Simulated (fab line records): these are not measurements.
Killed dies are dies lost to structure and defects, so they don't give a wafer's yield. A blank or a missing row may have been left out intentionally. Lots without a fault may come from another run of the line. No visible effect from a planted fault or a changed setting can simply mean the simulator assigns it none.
A single fault, viewed from 2 desks | flow berkeley_cmos170 | every desk sees just its own numbers, and what lay behind them comes last

## FOR THE TOOL OWNER'S DESK: rie_metal-02
The tool's own readings at UCB170_M2_METAL_ETCH_18 (etches Al in Cl2/BCl3, stops on SiO2, target depth 1170 nm, time 195 s): means of the sampled wafers that have a number, for each lot that ran on this tool. Any lot whose mean is over 4 standard deviations away from the usual mean is out of limits and marked OUT; that distance is given in the brackets.
Columns: A = drypump_motor_current_A at UCB170_M2_METAL_ETCH_18, usual 5.6 A; B = he_backside_leak_sccm at UCB170_M2_METAL_ETCH_18, usual 3.30 sccm; C = mfc_cl2_sccm at UCB170_M2_METAL_ETCH_18, usual 90.0 sccm; D = oes_product_au at UCB170_M2_METAL_ETCH_18, usual 0.853 a.u.; E = run_length_s at UCB170_M2_METAL_ETCH_18, usual 223.3 s; F = throttle_valve_pct at UCB170_M2_METAL_ETCH_18, usual 24.39 %
lot  | first seen here | A   | B    | C    | D               | E               | F
L237 | day 8 03:33     | 5.3 | 3.18 | 90.0 | 0.854           | 223.0           | 24.48
L240 | day 8 04:04     | 5.1 | 3.27 | 90.2 | 0.855           | 223.2           | 24.44
L241 | day 8 11:04     | 5.3 | 3.09 | 90.0 | 0.853           | 222.7           | 24.46
L247 | day 9 15:31     | 5.3 | 3.15 | 89.8 | 0.942 (+12) OUT | 207.2 (-32) OUT | 24.41
L246 | day 9 19:47     | 5.6 | 3.15 | 89.7 | 0.940 (+11) OUT | 206.8 (-33) OUT | 24.46
This desk finds L246, L247 out of limits, L247 being first, at day 9 15:31 (oes_product_au at UCB170_M2_METAL_ETCH_18). L237, L240, L241: within limits.

## FROM THE METROLOGY DESK
What the gauges read, lot by lot, whatever tool the lot ran on: means of the sampled wafers that have a number. Any lot whose mean is over 4 standard deviations away from the usual mean is out of limits and marked OUT; that distance is given in the brackets.
Columns: A = PSD_RS at UCB170_SDANNEAL_RS_MEAS_02, usual 75.5 ohm/sq; B = NLDD_RS at UCB170_SDANNEAL_RS_MEAS_05, usual 615.3 ohm/sq; C = V1_BOW at UCB170_V1_BOW_MEAS_03, usual 19 um
lot  | first seen here | A    | B     | C
L234 | day 6 01:04     | 76.0 | 616.1 | 20
L236 | day 6 14:30     | 75.5 | 614.6 | 16
L235 | day 6 15:02     | 75.5 | 614.4 | 22
L237 | day 7 05:07     | 75.5 | 616.0 | 17
L239 | day 7 05:18     | 75.0 | 616.5 | 23
L240 | day 7 05:32     | 75.4 | 614.0 | 13
L241 | day 7 16:46     | 75.7 | 617.3 | 19
L242 | day 8 14:47     | 75.2 | 614.2 | 20
L244 | day 8 20:09     | 75.5 | 615.6 | 18
L247 | day 8 23:34     | 75.7 | 614.9 | 19
L246 | day 9 00:02     | 75.4 | 613.9 | 17
L253 | day 10 22:46    | 75.3 | 615.9 | 20
L255 | day 11 08:08    | 75.3 | 615.0 | 20
L256 | day 11 08:09    | 75.7 | 615.2 | 13
Result from this desk: across the 14 lots, nothing is out of limits.

## TAKEN TOGETHER
On L246, L247, at day 9 15:31, an alarm was possible from the tool owner's desk.
From the metrology desk's view, nothing was out of limits.
The metrology desk has L246, L247 on record, within its limits.
All the named lots went through UCB170_M2_METAL_ETCH_18 on rie_metal-02.

## WHAT THE SIMULATOR HAD INSERTED
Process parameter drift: rie_metal-02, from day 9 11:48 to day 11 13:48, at UCB170_M2_METAL_ETCH_18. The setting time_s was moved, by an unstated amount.
Lots struck among those shown: L246, L247.
Each desk's first reading out of limits, in hours after the fault started: the tool owner's desk, 4.
